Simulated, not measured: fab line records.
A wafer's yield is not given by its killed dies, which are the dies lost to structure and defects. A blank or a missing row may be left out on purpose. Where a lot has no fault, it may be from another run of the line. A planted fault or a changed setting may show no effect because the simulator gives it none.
Matching of chambers :: flow berkeley_cmos170 :: UCB170_V2_ETCH_14 on rie_diel-04 has 4 sister chambers
The step etches SiO2 in CHF3/CF4/Ar, stops on Al, target depth 1250 nm, time 291 s. 8 wafers are shown with their chamber, then 7 later ones without.

== WAFERS PAIRED WITH THEIR CHAMBERS ==
wafer: L917.3
chamber: 0
drypump_motor_current_A (A): 5.9
throttle_valve_pct (%): 7.10

wafer: L919.2
chamber: 3
drypump_motor_current_A (A): 6.3
throttle_valve_pct (%): 7.12

wafer: L919.5
chamber: 1
drypump_motor_current_A (A): 5.6
throttle_valve_pct (%): 7.10

wafer: L919.6
chamber: 0
drypump_motor_current_A (A): 5.9
throttle_valve_pct (%): 7.10

wafer: L920.1
chamber: 1
drypump_motor_current_A (A): 5.7
throttle_valve_pct (%): 7.08

wafer: L920.2
chamber: 3
drypump_motor_current_A (A): 6.4
throttle_valve_pct (%): 7.11

wafer: L923.4
chamber: 2
drypump_motor_current_A (A): 6.0
throttle_valve_pct (%): 7.16

wafer: L923.5
chamber: 2
drypump_motor_current_A (A): 6.0
throttle_valve_pct (%): 7.16

== WAFERS MISSING THEIR CHAMBER ==
wafer: L923.6
drypump_motor_current_A (A): 5.6
throttle_valve_pct (%): 7.10

wafer: L927.1
drypump_motor_current_A (A): 5.7
throttle_valve_pct (%): 7.09

wafer: L927.2
drypump_motor_current_A (A): 6.4
throttle_valve_pct (%): 7.10

wafer: L927.4
drypump_motor_current_A (A): 5.9
throttle_valve_pct (%): 7.10

wafer: L935.1
drypump_motor_current_A (A): 5.9
throttle_valve_pct (%): 7.10

wafer: L935.2
drypump_motor_current_A (A): 5.7
throttle_valve_pct (%): 7.07

wafer: L935.5
drypump_motor_current_A (A): 5.7
throttle_valve_pct (%): 7.08

== THE CHAMBER EACH PASSED THROUGH ==
wafer: L923.6
from the rows above: 1
in truth: 1

wafer: L927.1
from the rows above: 1
in truth: 1

wafer: L927.2
from the rows above: 3
in truth: 3

wafer: L927.4
from the rows above: 0
in truth: 0

wafer: L935.1
from the rows above: 0
in truth: 0

wafer: L935.2
from the rows above: 1
in truth: 1

wafer: L935.5
from the rows above: 1
in truth: 1
7 of 7 placed correctly. Can't be placed from these rows: 0. Number placed wrongly: 0.
How it was worked out, from the rows above alone: a wafer's distance from a chamber is the root of the sum, over the readings, of the square of ((its reading less the chamber's mean) divided by the reading's scatter). The wafer belongs to the nearest chamber; if the next one is less than 2 further off, it can't be placed. For every chamber, the mean is computed from those of its wafers that are shown. The scatter: the root of (the sum of the squares of (reading less its chamber's mean) over the shown wafers, divided by (wafers less chambers)).
